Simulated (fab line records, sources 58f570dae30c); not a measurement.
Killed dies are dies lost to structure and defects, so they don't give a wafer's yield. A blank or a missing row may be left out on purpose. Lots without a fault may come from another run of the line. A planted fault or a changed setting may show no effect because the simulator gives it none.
fab line records | flow berkeley_cmos170
record lots=5 wafers=23
route steps=331 shown V2@292 M3@310
start_h: hours from the record's first day to the start of the lot's first wafer shown | wait_h: hours since the lot's step before | " the same as in the row above | L1.1+2: a row that stands for several wafers | - no value, or no start given | * or withheld: withheld | < > ~ a bound
route shown NAME@n: a module of which the file shows steps, and the number in the route of the first | usual: mean/standard deviation of fault-free wafers | same: alike in all rows | chamber/n: place in a boat | sites: the reading at each site | _std_site: their standard deviation | _edge_site: outer sites' mean less inner sites' | radius_mm: how far each site lies from the wafer's centre | mask NAME#n: copy n | behind: the tool/chamber that last shaped the wafer | hold: why the lot was held/for how many hours/how that ended | device: the transistor (n, p or np) that didn't switch | end of line: the same wafers' tests at the end of the route | a step without rows: its recipe alone | killed: dies lost to structure and defects at the first sort, not the wafer's yield | map: a wafer's dies, x killed, . not, _ none there
set.NAME: the setting as run; set.NAME@STEP: as run at that earlier step | model.NAME: the simulator's own value behind a step, which no gauge read
lots whose settings were changed on purpose; a table a step, a row a wafer
## steps
# step UCB170_V2_CVD_00
# recipe material=SiO2 target_thk_nm=2000 temp_c=390 precursor=TEOS/O2 time_s=250 rf_w=550 pressure_mtorr=9000
# columns lot.wafer tool chamber start_h wait_h set.time_s
L075.1+2+4+5+6 pecvd-03 2,0,1,0,2 213.50 0.1 250
L076.1+3+4 pecvd-02 1,0,1 216.50 0.1 238.9
L076.2+5 " 2,0 " " 250
L079.1+3+6 pecvd-03 2,0,2 228.11 0.1 250
L079.4+5 " 0,1 " " 218.4
L080.1+3+4+5+6 pecvd-04 2,1,0,1,2 228.88 0.1 250
L084.1+2+3 pecvd-04 0,2,1 233.49 0.1 250
# step UCB170_V2_THK_MEAS_01
# recipe reads=SiO2_of_V2_CVD_00
# usual V2_TEOS_THK=1997/34
# columns lot.wafer tool chamber start_h wait_h set.time_s@V2_CVD_00 V2_TEOS_THK[nm]
L075.1 film_metro-01 - 213.66 0.1 250 1959
L075.2 " - " " 250 1966
L075.4 " - " " 250 1925
L075.5 " - " " 250 1987
L075.6 " - " " 250 1973
L076.1 film_metro-04 - 216.66 0.1 238.9 1914
L076.2 " - " " 250 2019
L076.3 " - " " 238.9 1937
L076.4 " - " " 238.9 1942
L076.5 " - " " 250 2019
L079.1 film_metro-03 - 228.27 0.1 250 2061
L079.3 " - " " 250 2028
L079.4 " - " " 218.4 1826
L079.5 " - " " 218.4 1760
L079.6 " - " " 250 2066
L080.1 film_metro-04 - 229.03 0.1 250 1963
L080.3 " - " " 250 1998
L080.4 " - " " 250 1986
L080.5 " - " " 250 2053
L080.6 " - " " 250 2007
L084.1 film_metro-03 - 233.64 0.1 250 1997
L084.2 " - " " 250 2003
L084.3 " - " " 250 2039
# step UCB170_M3_SPUTTER_01
# recipe material=Al target_thk_nm=900 time_s=120 power_w=6000 chamber_pressure_pa=0.5
# columns lot.wafer tool chamber start_h wait_h set.time_s model.Al_of_M3_SPUTTER_01.thk_nm
L075.1 pvd_sputter-04 - 216.31 0.0 120 882.1
L075.2 " - " " 120 889.5
L075.4 " - " " 120 886.7
L075.5 " - " " 126.6 927.5
L075.6 " - " " 126.6 940.2
L076.1 pvd_sputter-03 - 219.02 0.0 120 917.1
L076.2 " - " " 136.4 1016
L076.3 " - " " 120 911.6
L076.4 " - " " 136.4 1035
L076.5 " - " " 120 917
L079.1 pvd_sputter-02 - 232.54 0.0 120 893.9
L079.3 " - " " 136.8 1042
L079.4 " - " " 136.8 1031
L079.5 " - " " 136.8 1032
L079.6 " - " " 120 906.6
L080.1 pvd_sputter-04 - 233.71 0.0 120 888.1
L080.3 " - " " 105.3 768.1
L080.4 " - " " 120 898.3
L080.5 " - " " 105.3 772.8
L080.6 " - " " 120 887.8
L084.1 pvd_sputter-03 - 236.35 0.0 120 910.8
L084.2 " - " " 120 911.4
L084.3 " - " " 120 907.5
# step UCB170_M3_RS_MEAS_02
# recipe thk_meas_gauge=four-point-probe reads=Al_of_M3_SPUTTER_01
# usual M3_AL_RS=0.0321/0.0004
# columns lot.wafer tool chamber start_h wait_h set.time_s@M3_SPUTTER_01 M3_AL_RS[ohm/sq]
L075.1 film_metro-02 - 216.39 0.0 120 0.0328
L075.2 " - " " 120 0.0325
L075.4 " - " " 120 0.0327
L075.5 " - " " 126.6 0.0312
L075.6 " - " " 126.6 0.0308
L076.1 film_metro-01 - 219.10 0.0 120 0.0316
L076.2 " - " " 136.4 0.0284
L076.3 " - " " 120 0.0317
L076.4 " - " " 136.4 0.0279
L076.5 " - " " 120 0.0316
L079.1 film_metro-04 - 232.62 0.0 120 0.0323
L079.3 " - " " 136.8 0.0277
L079.4 " - " " 136.8 0.0280
L079.5 " - " " 136.8 0.0279
L079.6 " - " " 120 0.0319
L080.1 film_metro-01 - 233.80 0.0 120 0.0325
L080.3 " - " " 105.3 0.0377
L080.4 " - " " 120 0.0322
L080.5 " - " " 105.3 0.0374
L080.6 " - " " 120 0.0326
L084.1 film_metro-04 - 236.43 0.0 120 0.0318
L084.2 " - " " 120 0.0318
L084.3 " - " " 120 0.0318
# step UCB170_M3_THK_MEAS_03
# recipe thk_meas_gauge=xrf reads=Al_of_M3_SPUTTER_01
# usual M3_AL_THK=914/14
# columns lot.wafer tool chamber start_h wait_h set.time_s@M3_SPUTTER_01 M3_AL_THK[nm]
L075.1 film_metro-02 - 216.51 0.1 120 892
L075.2 " - " " 120 896
L075.4 " - " " 120 893
L075.5 " - " " 126.6 934
L075.6 " - " " 126.6 944
L076.1 film_metro-01 - 219.22 0.1 120 932
L076.2 " - " " 136.4 1030
L076.3 " - " " 120 921
L076.4 " - " " 136.4 1051
L076.5 " - " " 120 933
L079.1 film_metro-04 - 232.74 0.1 120 916
L079.3 " - " " 136.8 1062
L079.4 " - " " 136.8 1050
L079.5 " - " " 136.8 1046
L079.6 " - " " 120 920
L080.1 film_metro-01 - 233.92 0.1 120 900
L080.3 " - " " 105.3 780
L080.4 " - " " 120 914
L080.5 " - " " 105.3 786
L080.6 " - " " 120 908
L084.1 film_metro-04 - 236.55 0.1 120 924
L084.2 " - " " 120 922
L084.3 " - " " 120 923
# step UCB170_M3_COAT_10
# recipe resist=KrF spin_rpm=1500 resist_thk_nm=900
# columns lot.wafer tool chamber start_h wait_h set.spin_rpm model.KrF_of_M3_COAT_10.thk_nm
L075.1 litho_track-01 0 - - 1500 900.3
L075.2 " 0 " " 1560 884.3
L075.4 " 0 " " 1560 881.5
L075.5 " 0 " " 1560 -
L075.6 " 0 " " 1500 -
L076.1 litho_track-01 0 - - 1500 905.7
L076.2 " 0 " " 1427 -
L076.3 " 0 " " 1427 922.7
L076.4 " 0 " " 1500 -
L076.5 " 0 " " 1500 901.3
L079.1 litho_track-03 0 - - 1500 904.3
L079.3+4 " 0 " " 1561 -
L079.5 " 0 " " 1500 -
L079.6 " 0 " " 1561 880.7
L080.1 litho_track-02 0 - - 1500 901.9
L080.3+5 " 0 " " 1500 -
L080.4 " 0 " " 1500 900.1
L080.6 " 0 " " 1500 898.7
L084.1 litho_track-02 0 - - 1500 898.7
L084.2 " 0 " " 1500 898.4
L084.3 " 0 " " 1500 897.1
# step UCB170_M3_METAL_ETCH_18
# recipe chemistry=Cl2/BCl3 target=Al stop_on=SiO2 pressure_mtorr=12 target_depth_a=11700 over_etch_frac=0.3 time_s=195 icp_w=600 bias_w=120 Cl2_flow_sccm=90 bcl3_flow_sccm=45
# usual oes_product_au=0.855/0.018
# columns lot.wafer tool chamber start_h wait_h set.over_etch_frac set.time_s@M3_SPUTTER_01 oes_product_au
L075.1 rie_metal-04 0 219.13 - 0.2171 120 0.864
L075.2 " 1 " " 0.2171 120 0.860
L075.4 " 1 " " 0.3 120 0.829
L075.5 " 0 " " 0.2171 126.6 0.885
L075.6 " 1 " " 0.3 126.6 0.863
L076.1 rie_metal-01 1 221.78 - 0.3 120 0.877
L076.2 " 0 " " 0.3 136.4 0.938
L076.3 " 1 " " 0.3 120 0.877
L076.4 " 0 " " 0.3 136.4 0.953
L076.5 " 0 " " 0.3 120 0.892
L079.1 rie_metal-04 0 236.48 - 0.3 120 0.838
L079.3 " 1 " " 0.3 136.8 0.907
L079.4 " 0 " " 0.3 136.8 0.904
L079.5 " 1 " " 0.3 136.8 0.903
L079.6 " 0 " " 0.3 120 0.834
L080.1 rie_metal-01 0 237.20 - 0.3591 120 0.851
L080.3 " 0 " " 0.3 105.3 0.809
L080.4 " 0 " " 0.3591 120 0.854
L080.5 " 0 " " 0.3591 105.3 0.793
L080.6 " 0 " " 0.3 120 0.870
L084.1 rie_metal-02 1 238.97 - 0.3 120 0.859
L084.2 " 0 " " 0.3 120 0.862
L084.3 " 1 " " 0.3 120 0.855
## key
split step=UCB170_V2_CVD_00 setting=time_s stated=250 by=wafer
response step=UCB170_V2_THK_MEAS_01 reading=V2_TEOS_THK change=+20.4 per=1% r=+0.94
split step=UCB170_M3_SPUTTER_01 setting=time_s stated=120 by=wafer
response step=UCB170_M3_SPUTTER_01 reading=model.Al_of_M3_SPUTTER_01.thk_nm change=+9.13 per=1% r=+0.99
response step=UCB170_M3_RS_MEAS_02 reading=M3_AL_RS change=-0.000318 per=1% r=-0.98
response step=UCB170_M3_THK_MEAS_03 reading=M3_AL_THK change=+9.21 per=1% r=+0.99
response step=UCB170_M3_METAL_ETCH_18 reading=oes_product_au change=+0.00473 per=1% r=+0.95
split step=UCB170_M3_COAT_10 setting=spin_rpm stated=1500 by=wafer
response step=UCB170_M3_COAT_10 reading=model.KrF_of_M3_COAT_10.thk_nm change=-4.51 per=1% r=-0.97
split step=UCB170_M3_METAL_ETCH_18 setting=over_etch_frac stated=0.3 by=wafer
response none clear
